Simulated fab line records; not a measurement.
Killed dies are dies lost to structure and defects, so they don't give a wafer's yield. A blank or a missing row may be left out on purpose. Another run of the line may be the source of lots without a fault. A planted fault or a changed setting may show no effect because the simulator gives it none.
2 desks, one fault :: flow rit cmos :: each desk holds nothing but its own numbers, with what lay behind them at the end

METROLOGY DESK
What the gauges read for every lot (on any tool): the sampled wafers with a number, averaged. Any lot whose mean is over 4 standard deviations away from the usual mean is out of limits and marked OUT; that distance is given in the brackets.
Columns: A = NRETRO_TW at RIT_NRETRO_TW_MEAS_10, usual 1050
lot: L800
first seen here: day 2 06:38
A: 1054

lot: L802
first seen here: day 2 16:22
A: 1046

lot: L803
first seen here: day 2 21:31
A: 1048

lot: L805
first seen here: day 3 06:44
A: 1047

lot: L807
first seen here: day 3 17:10
A: 1042

lot: L808
first seen here: day 3 23:14
A: 1049

lot: L809
first seen here: day 4 05:42
A: 1050

lot: L810
first seen here: day 4 08:22
A: 1054

lot: L811
first seen here: day 4 12:56
A: 1053

lot: L816
first seen here: day 5 16:41
A: 1047

lot: L818
first seen here: day 6 05:35
A: 1047

lot: L820
first seen here: day 6 12:04
A: 1054

lot: L821
first seen here: day 6 22:23
A: 1159 (+27) OUT

lot: L822
first seen here: day 7 03:20
A: 1162 (+28) OUT
This desk reports L821, L822 out of limits; the earliest was L821 at day 6 22:23 (NRETRO_TW at RIT_NRETRO_TW_MEAS_10). In limits: L800, L802, L803, L805, L807, L808, L809, L810, L811, L816, L818, L820.

DESK OF THE TOOL OWNER: implanter-01
The tool's own readings at RIT_NRETRO_IMPLANT_08: means of the sampled wafers that have a number, for each lot that ran on this tool. Any lot whose mean is over 4 standard deviations away from the usual mean is out of limits and marked OUT; that distance is given in the brackets.
Columns: A = dose ions cm2 at RIT_NRETRO_IMPLANT_08, usual 1.0003e+13; B = faraday current uA at RIT_NRETRO_IMPLANT_08, usual 31.6
lot: L802
first seen here: day 2 16:02
A: 9.9990e+12
B: 31.5

lot: L803
first seen here: day 2 21:12
A: 1.0009e+13
B: 31.5

lot: L811
first seen here: day 4 12:37
A: 9.9900e+12
B: 31.2

lot: L818
first seen here: day 6 05:16
A: 1.0017e+13
B: 31.8

lot: L821
first seen here: day 6 22:03
A: 1.3709e+13 (+99 or more) OUT
B: 42.6 (+18) OUT

lot: L822
first seen here: day 7 03:01
A: 1.3701e+13 (+99 or more) OUT
B: 42.8 (+18) OUT
Finding of this desk: L821, L822 out of limits; the first was L821 at day 6 22:03, on dose ions cm2 at RIT_NRETRO_IMPLANT_08. In limits: L802, L803, L811, L818.

ALL TOGETHER
An alarm could have come from the tool owner's desk at day 6 22:03, on L821, L822.
At day 6 22:23 the metrology desk could have sounded an alarm, on L821, L822.
All the named lots went through RIT_NRETRO_IMPLANT_08 on implanter-01.

WHAT HAD BEEN PUT IN BY THE SIMULATOR
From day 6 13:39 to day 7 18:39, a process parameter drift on implanter-01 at RIT_NRETRO_IMPLANT_08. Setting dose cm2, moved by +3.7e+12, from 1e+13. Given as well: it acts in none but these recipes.
Struck lots among those shown: L821, L822.
Delay (hours) between the fault's onset and each desk's first out-of-limits reading: 8 at the tool owner's desk, 9 at the metrology desk.
